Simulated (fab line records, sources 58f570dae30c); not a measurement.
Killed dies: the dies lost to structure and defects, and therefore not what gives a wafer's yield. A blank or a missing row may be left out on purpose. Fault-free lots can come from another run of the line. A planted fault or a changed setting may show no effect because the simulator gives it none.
Which tool did it?	flow berkeleyCmos170	11 lots with 33 wafers sampled at 7 steps, on a route of 331 steps

WHAT THE GAUGES READ, wafer by wafer
UCB170_ACTIVE_CD_MEAS_90: the cd target is 1200 nm. Usual: cdNm 1199.4 nm, standard deviation 1.1.
lot	measured	on	cdNm (nm)	flag
L766	day 4 23:56	cdSem-02	1200.6 1198.8 1200.1	
L767	day 5 00:04	cdSem-01	1201.7 1200.4 1200.1	
L770	day 5 15:50	cdSem-02	1200.2 1199.1 1198.8	
L774	day 6 19:50	cdSem-01	1199.6 1200.1 1198.5	
L778	day 7 14:43	cdSem-01	1201.2 1200.4 1202.2	
L780	day 7 20:58	cdSem-01	1198.7 1197.8 1197.4	
L781	day 8 07:53	cdSem-02	1201.8 1201.2 1201.2	
L783	day 8 08:11	cdSem-02	1198.4 1200.2 1198.5	
L784	day 8 08:27	cdSem-01	1198.9 1198.0 1198.7	
L787	day 9 00:13	cdSem-02	1200.7 1200.0 1201.1	
L788	day 9 04:29	cdSem-01	1199.9 1200.0 1201.8	

UCB170_V1_CD_MEAS_90: the cd target is 700 nm. Usual: cdNm 700.3 nm, standard deviation 1.6.
lot	measured	on	cdNm (nm)	flag
L766	day 8 20:19	cdSem-02	699.9 699.2 699.6	
L767	day 8 20:37	cdSem-01	699.8 702.0 699.6	
L770	day 9 10:27	cdSem-01	698.1 698.7 697.9	
L774	day 10 06:06	cdSem-02	700.6 700.3 699.1	
L778	day 11 01:17	cdSem-02	700.0 699.5 699.5	
L780	day 11 08:43	cdSem-02	702.6 701.3 702.6	
L781	day 11 16:38	cdSem-02	699.1 699.1 698.2	
L783	day 11 19:51	cdSem-02	701.2 703.3 701.8	
L784	day 11 19:35	cdSem-02	701.4 700.5 698.9	
L787	day 12 13:20	cdSem-02	701.2 701.8 702.3	
L788	day 13 00:32	cdSem-02	703.7 700.9 701.2	

UCB170_M2_RS_MEAS_02: measures by four-point-probe. Usual: M2_AL_RS gives 0.03237 ohm/sq (standard deviation 0.00029).
lot	measured	on	M2_AL_RS (ohm/sq)	flag
L766	day 8 20:35	filmMetro-01	0.0322 0.03213 0.03204	
L767	day 8 20:53	filmMetro-04	0.03251 0.0325 0.03232	
L770	day 9 10:43	filmMetro-03	0.0323 0.03262 0.03265	
L774	day 10 06:22	filmMetro-04	0.03191 0.02396 0.03204	OFF
L778	day 11 01:34	filmMetro-01	0.03317 0.03262 0.03273	
L780	day 11 08:59	filmMetro-04	0.03214 0.03216 0.03196	
L781	day 11 17:11	filmMetro-03	0.03217 0.03243 0.03234	
L783	day 11 20:07	filmMetro-03	0.03275 0.03271 0.03267	
L784	day 11 19:52	filmMetro-04	0.03274 0.03255 0.0323	
L787	day 12 13:36	filmMetro-04	0.03244 0.03228 0.03238	
L788	day 13 00:48	filmMetro-01	0.03256 0.03229 0.03232	

UCB170_M2_THK_MEAS_03: measures by xrf. Usual: M2_AL_THK gives 898 nm (standard deviation 8.3).
lot	measured	on	M2_AL_THK (nm)	flag
L766	day 8 20:43	filmMetro-01	905 908 909	
L767	day 8 21:00	filmMetro-04	891 890 894	
L770	day 9 10:50	filmMetro-03	909 901 896	
L774	day 10 06:29	filmMetro-04	901 1199 904	OFF
L778	day 11 01:41	filmMetro-01	885 902 901	
L780	day 11 09:05	filmMetro-04	898 900 901	
L781	day 11 17:18	filmMetro-03	907 896 900	
L783	day 11 20:14	filmMetro-03	882 888 894	
L784	day 11 19:59	filmMetro-04	885 895 901	
L787	day 12 13:43	filmMetro-04	894 894 894	
L788	day 13 00:55	filmMetro-01	894 903 898	

UCB170_M3_OVL_MEAS_16. Usual: M3_OVL gives 0 nm (standard deviation 4.9).
lot	measured	on	M3_OVL (nm)	flag
L766	day 9 05:44	overlay-01	3 2 1	
L767	day 9 08:02	overlay-02	-8 -9 1	
L770	day 9 22:35	overlay-02	-6 -8 -2	
L774	day 10 16:26	overlay-02	2 1	
L778	day 11 14:37	overlay-02	-2 -4 1	
L780	day 11 19:36	overlay-02	2 0 0	
L781	day 12 04:57	overlay-02	3 4 4	
L783	day 12 06:59	overlay-02	-9 -2 -2	
L784	day 12 06:18	overlay-01	-2 -2 3	
L787	day 12 23:04	overlay-01	-2 -6 -9	
L788	day 13 08:23	overlay-02	-1 -1 1	

EACH LOT AND THE TOOL THAT RAN IT (in order: tool; ch and the chambers of the sampled wafers; start)
lot	UCB170_M2_SPUTTER_01	UCB170_M2_METAL_ETCH_18
L766	pvdSputter-04, day 8 20:31	rieMetal-04 ch 0,1, day 8 22:43
L767	pvdSputter-01, day 8 20:47	rieMetal-04 ch 0,1, day 9 02:35
L770	pvdSputter-04, day 9 10:38	rieMetal-01 ch 0,1, day 9 13:20
L774	pvdSputter-04, day 10 06:16	rieMetal-01 ch 1, day 10 09:51
L778	pvdSputter-01, day 11 01:29	rieMetal-02 ch 0,1, day 11 05:14
L780	pvdSputter-03, day 11 08:52	rieMetal-01 ch 0,1, day 11 13:35
L781	pvdSputter-03, day 11 16:49	rieMetal-02 ch 0,1, day 11 20:23
L783	pvdSputter-01, day 11 20:01	rieMetal-02 ch 0, day 11 22:30
L784	pvdSputter-03, day 11 19:47	rieMetal-01 ch 0,1, day 11 22:06
L787	pvdSputter-03, day 12 13:31	rieMetal-04 ch 0,1, day 12 16:35
L788	pvdSputter-01, day 13 00:42	rieMetal-01 ch 0,1, day 13 02:55
- UCB170_M2_SPUTTER_01: material Al, target thk 900 nm, time 120 s.
- UCB170_M2_METAL_ETCH_18: etches Al in Cl2/BCl3, stops on SiO2, target depth 1170 nm, time 195 s.

AS READ BY THE TOOLS THEMSELVES (means over the sampled wafers that have a number; for cases with no such wafer, the mark the record gives instead)
UCB170_M2_SPUTTER_01. Usual: cathodeDcPowerW 6000.0 W, standard deviation 1; throttleValvePct 30.3 %, standard deviation 1.1.
lot	tool	cathodeDcPowerW (W)	throttleValvePct (%)	flag
L766	pvdSputter-04	5999.7	30.4	
L767	pvdSputter-01	5999.3	30.3	
L770	pvdSputter-04	5999.0	29.8	
L774	pvdSputter-04	6000.3	30.4	
L778	pvdSputter-01	5999.7	30.8	
L780	pvdSputter-03	5999.4	29.4	
L781	pvdSputter-03	5999.1	31.1	
L783	pvdSputter-01	6000.5	30.2	
L784	pvdSputter-03	6000.1	30.2	
L787	pvdSputter-03	5999.8	30.9	
L788	pvdSputter-01	5999.8	30.2	

UCB170_M2_METAL_ETCH_18. Usual: bcl3FlowSccm 45.02 sccm, standard deviation 0.14; drypumpMotorCurrentA 5.7 A, standard deviation 0.6; oesProductAu 0.843 a.u., standard deviation 0.014; throttleValvePct 24.27 %, standard deviation 0.28.
lot	tool	bcl3FlowSccm (sccm)	drypumpMotorCurrentA (A)	oesProductAu (a.u.)	throttleValvePct (%)	flag
L766	rieMetal-04	44.99	6.0	0.840	24.05	
L767	rieMetal-04	44.92	5.6	0.845	24.27	
L770	rieMetal-01	45.18	5.1	0.844	24.14	
L774	rieMetal-01	44.90	5.0	0.884	24.04	
L778	rieMetal-02	44.95	6.2	0.845	24.56	
L780	rieMetal-01	45.05	5.1	0.839	24.23	
L781	rieMetal-02	45.13	6.2	0.852	24.55	
L783	rieMetal-02	44.91	6.3	0.844	24.56	
L784	rieMetal-01	45.06	5.1	0.831	24.23	
L787	rieMetal-04	44.97	5.6	0.844	24.28	
L788	rieMetal-01	45.09	5.1	0.834	24.23	

THE ANSWER, worked out from the rows above alone
Rule: a lot is off if the mean of its wafers that have a number lies more than 3 standard deviations from the usual mean. A lot without any number at a reading at which 4 lots or more have one is off too. Where the step has rows for the other lots, those lots are counted as sound. First the gauges in route order, then the tools' own readings, where a lot's mean is used as printed above. At the first step where some lot is off, the reading lying furthest off is the one used; lots without a number count as furthest.
Off: L774, at UCB170_M2_RS_MEAS_02 (M2_AL_RS).
If a tool, at a process step before that reading, ran all the lots that are off and no sound lot after the first of them, it fits. Those tools and the gauges at UCB170_M2_RS_MEAS_02 are tried in the same way. One candidate fits, namely pvdSputter-04 at UCB170_M2_SPUTTER_01. A fault onset in the window from L770 (day 9 10:38, its last sound lot) to L774 (day 10 06:16, its first lot off) fits.

WHAT THE SIMULATOR HAD PUT IN
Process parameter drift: pvdSputter-04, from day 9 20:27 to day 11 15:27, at UCB170_M2_SPUTTER_01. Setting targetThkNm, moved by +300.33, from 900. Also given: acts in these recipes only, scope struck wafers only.
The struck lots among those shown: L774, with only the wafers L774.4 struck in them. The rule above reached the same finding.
